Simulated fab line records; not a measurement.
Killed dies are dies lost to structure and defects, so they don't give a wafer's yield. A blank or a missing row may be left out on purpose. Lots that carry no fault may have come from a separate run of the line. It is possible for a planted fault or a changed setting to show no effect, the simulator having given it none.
Split-lot study / flow rit_cmos / on a route of 202 steps: 5 lots, 23 wafers read

## ON THE SPLIT
At RIT_ACTIVE_OXIDATION_01 (target thk 46.8 nm, ox time 3360 s), the setting ox_time_s was moved away from the recipe's 3360 s on 15 of the 23 wafers read, by -5.5% to +13.1%. This setting was run at the recipe's value on the other wafers.

The file shows no step between the split and the reading.

## THE READING
ACTIVE_OXIDE_THK in nanometres, read at RIT_ACTIVE_THK_MEAS_02. Fault-free wafers of this fab line usually give 46.8 nm, standard deviation 0.68 nm.

wafer=L075.1; tool, chamber at the split=-, -; ox_time_s as run, s=3669; against the recipe=+9.2%; ACTIVE_OXIDE_THK, nm=50.1; against lot-mates on the recipe=no lot-mate on the recipe
wafer=L075.2; tool, chamber at the split=-, -; ox_time_s as run, s=3669; against the recipe=+9.2%; ACTIVE_OXIDE_THK, nm=49.5; against lot-mates on the recipe=no lot-mate on the recipe
wafer=L075.3; tool, chamber at the split=-, -; ox_time_s as run, s=3669; against the recipe=+9.2%; ACTIVE_OXIDE_THK, nm=49.5; against lot-mates on the recipe=no lot-mate on the recipe
wafer=L075.4; tool, chamber at the split=-, -; ox_time_s as run, s=3669; against the recipe=+9.2%; ACTIVE_OXIDE_THK, nm=50.8; against lot-mates on the recipe=no lot-mate on the recipe
wafer=L075.6; tool, chamber at the split=-, -; ox_time_s as run, s=3669; against the recipe=+9.2%; ACTIVE_OXIDE_THK, nm=50.3; against lot-mates on the recipe=no lot-mate on the recipe
wafer=L076.1; tool, chamber at the split=-, -; ox_time_s as run, s=3801; against the recipe=+13.1%; ACTIVE_OXIDE_THK, nm=50.4; against lot-mates on the recipe=no lot-mate on the recipe
wafer=L076.2; tool, chamber at the split=-, -; ox_time_s as run, s=3801; against the recipe=+13.1%; ACTIVE_OXIDE_THK, nm=50.7; against lot-mates on the recipe=no lot-mate on the recipe
wafer=L076.4; tool, chamber at the split=-, -; ox_time_s as run, s=3801; against the recipe=+13.1%; ACTIVE_OXIDE_THK, nm=50.3; against lot-mates on the recipe=no lot-mate on the recipe
wafer=L076.5; tool, chamber at the split=-, -; ox_time_s as run, s=3801; against the recipe=+13.1%; ACTIVE_OXIDE_THK, nm=50.3; against lot-mates on the recipe=no lot-mate on the recipe
wafer=L076.6; tool, chamber at the split=-, -; ox_time_s as run, s=3801; against the recipe=+13.1%; ACTIVE_OXIDE_THK, nm=50.2; against lot-mates on the recipe=no lot-mate on the recipe
wafer=L081.1; tool, chamber at the split=-, -; ox_time_s as run, s=3175; against the recipe=-5.5%; ACTIVE_OXIDE_THK, nm=44.8; against lot-mates on the recipe=no lot-mate on the recipe
wafer=L081.2; tool, chamber at the split=-, -; ox_time_s as run, s=3175; against the recipe=-5.5%; ACTIVE_OXIDE_THK, nm=46.0; against lot-mates on the recipe=no lot-mate on the recipe
wafer=L081.3; tool, chamber at the split=-, -; ox_time_s as run, s=3175; against the recipe=-5.5%; ACTIVE_OXIDE_THK, nm=44.5; against lot-mates on the recipe=no lot-mate on the recipe
wafer=L081.4; tool, chamber at the split=-, -; ox_time_s as run, s=3175; against the recipe=-5.5%; ACTIVE_OXIDE_THK, nm=45.1; against lot-mates on the recipe=no lot-mate on the recipe
wafer=L081.6; tool, chamber at the split=-, -; ox_time_s as run, s=3175; against the recipe=-5.5%; ACTIVE_OXIDE_THK, nm=45.3; against lot-mates on the recipe=no lot-mate on the recipe
wafer=L083.1; tool, chamber at the split=-, -; ox_time_s as run, s=3360; against the recipe=recipe; ACTIVE_OXIDE_THK, nm=47.0; against lot-mates on the recipe=-
wafer=L083.3; tool, chamber at the split=-, -; ox_time_s as run, s=3360; against the recipe=recipe; ACTIVE_OXIDE_THK, nm=47.0; against lot-mates on the recipe=-
wafer=L083.4; tool, chamber at the split=-, -; ox_time_s as run, s=3360; against the recipe=recipe; ACTIVE_OXIDE_THK, nm=46.6; against lot-mates on the recipe=-
wafer=L083.5; tool, chamber at the split=-, -; ox_time_s as run, s=3360; against the recipe=recipe; ACTIVE_OXIDE_THK, nm=46.6; against lot-mates on the recipe=-
wafer=L083.6; tool, chamber at the split=-, -; ox_time_s as run, s=3360; against the recipe=recipe; ACTIVE_OXIDE_THK, nm=45.5; against lot-mates on the recipe=-
wafer=L085.1; tool, chamber at the split=furnace-03, 0; ox_time_s as run, s=3360; against the recipe=recipe; ACTIVE_OXIDE_THK, nm=46.6; against lot-mates on the recipe=-
wafer=L085.2; tool, chamber at the split=furnace-03, 0; ox_time_s as run, s=3360; against the recipe=recipe; ACTIVE_OXIDE_THK, nm=46.1; against lot-mates on the recipe=-
wafer=L085.5; tool, chamber at the split=furnace-03, 0; ox_time_s as run, s=3360; against the recipe=recipe; ACTIVE_OXIDE_THK, nm=46.5; against lot-mates on the recipe=-

FIT RESULTS
A straight line over all 23 wafers: ACTIVE_OXIDE_THK changes by +0.305 nm for each +1% of ox_time_s; r = +0.97; the points scatter about the line by 0.57 nm.
Too few moved wafers with a lot-mate on the recipe to fit a line net of each lot's own level.

## THE WHOLE CHAIN: every reading that the file lists as answering this split, in the file's order
step=RIT_ACTIVE_OXIDATION_01; what it does=target thk 46.8 nm, ox time 3360 s; reading=SiO2_of_ACTIVE_OXIDATION_01.thk_nm (the simulator's own value, which no gauge read); change (the file's fit)=+0.304 nm for each +1% of the setting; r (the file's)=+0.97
step=RIT_ACTIVE_THK_MEAS_02; what it does=; reading=ACTIVE_OXIDE_THK; change (the file's fit)=+0.304 for each +1% of the setting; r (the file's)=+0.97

## THE FILE'S OWN FIT
ACTIVE_OXIDE_THK changes by +0.304 nm for each +1% of ox_time_s, r = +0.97.
